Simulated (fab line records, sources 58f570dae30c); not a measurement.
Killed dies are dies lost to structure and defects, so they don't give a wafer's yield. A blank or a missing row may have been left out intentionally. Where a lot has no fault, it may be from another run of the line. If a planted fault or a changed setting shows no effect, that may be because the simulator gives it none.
A lot that was struck, set against a sound lot + flow berkeley_cmos170 + 17 out of 331 route steps
Sound: wafers L871.2, L871.3, L871.5. Struck: wafers L869.1, L869.3, L869.4. At the end, the cause is stated.
Order at every step that has rows: each side's tool, ch and its chambers, its first start. Under that, the readings that differ: sound wafers + struck wafers + difference of the means + sigmas: that difference in standard deviations of wafers without a fault.
alike: readings with means less than 2 such deviations apart, plus words and numbers identical on both sides. not compared: withheld readings, readings lacking a value on some wafer, bounds such as >300 that could conceal the same value, and numbers that have no deviation in the record and whose values overlap.
The two part at a step that has a row with sigmas, a row that says differs or no value, or rows on one side only. When numbers do not overlap yet have no deviation, they are printed without sigmas and do not part them. A reading that every wafer of one side lacks parts them only if that side has two wafers or more.

first, 2 steps without rows for these wafers: UCB170_PSD_PEB_04; UCB170_PSD_DEVELOP_05 (develop time 45 s).
UCB170_PSD_CD_MEAS_06: target cd 1200 nm.
  struck on cd_sem-01, day 8 02:55; sound on cd_sem-01, day 8 02:23
  alike: cd_nm
UCB170_PSD_OVL_MEAS_07:
  struck on overlay-02, day 8 03:02; sound on overlay-01, day 8 02:30
  alike: PSD_OVL
next, for these wafers, 1 step has no rows: UCB170_PSD_IMPLANT_08.
UCB170_PSD_STRIP_09: strips in O2.
  sound on plasma_asher-03 ch 0, day 8 02:41; struck on plasma_asher-03 ch 0,1, day 8 03:14
  alike: drypump_motor_current_A, oes_product_au, strip_time_to_endpoint_s
  not compared: rf_hours_counter_h
UCB170_PSD_TW_MEAS_10:
  struck on film_metro-01, day 8 03:20; sound on film_metro-01, day 8 02:47
  alike: PSD_TW
then, 5 steps without rows for these wafers: UCB170_PSD_CLEAN_11 (cleans in SPM, time 600 s); UCB170_NSD_HMDS_00 (prime time 60 s); UCB170_NSD_COAT_01 (resist thk 900 nm); UCB170_NSD_SOFTBAKE_02 (time 60 s); UCB170_NSD_EXPOSE_03 (exposes mask NSELECT MOD, target cd 1200 nm).
UCB170_NSD_PEB_04:
  sound on litho_track-03 ch 0, day 8 05:47; struck on litho_track-03 ch 0, day 8 06:29
| reading                  | sound                | struck               | difference | sigmas      |
|--------------------------|----------------------|----------------------|------------|-------------|
| heater_power_total_W (W) | 56.81 56.83 56.81    | 52.17 52.19 52.16    | -4.64      | -99 or more |
| plate_temp_C (C)         | 130.26 130.16 130.10 | 121.66 121.75 121.80 | -8.44      | -70         |
then, 1 step without rows for these wafers: UCB170_NSD_DEVELOP_05 (develop time 45 s).
UCB170_NSD_CD_MEAS_06: target cd 1200 nm.
  struck on cd_sem-02, day 8 07:10; sound on cd_sem-02, day 8 06:04
| reading    | sound                | struck               | difference | sigmas |
|------------|----------------------|----------------------|------------|--------|
| cd_nm (nm) | 1200.6 1199.8 1199.5 | 1121.3 1122.3 1122.6 | -77.9      | -52    |
  not compared: hold
UCB170_NSD_OVL_MEAS_07:
  the record holds rows for the sound wafers here (overlay-02, day 8 06:10) but none for the struck ones
UCB170_M3_PROBE_99:
  the record holds rows for the sound wafers here (prober-01, day 9 05:15) but none for the struck ones

WHERE THEY PART
Earliest at UCB170_NSD_PEB_04; latest, in this record, at UCB170_M3_PROBE_99.

WHY: what the simulator had put in
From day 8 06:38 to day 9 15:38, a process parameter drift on litho_track-03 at UCB170_NSD_PEB_04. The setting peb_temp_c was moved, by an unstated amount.
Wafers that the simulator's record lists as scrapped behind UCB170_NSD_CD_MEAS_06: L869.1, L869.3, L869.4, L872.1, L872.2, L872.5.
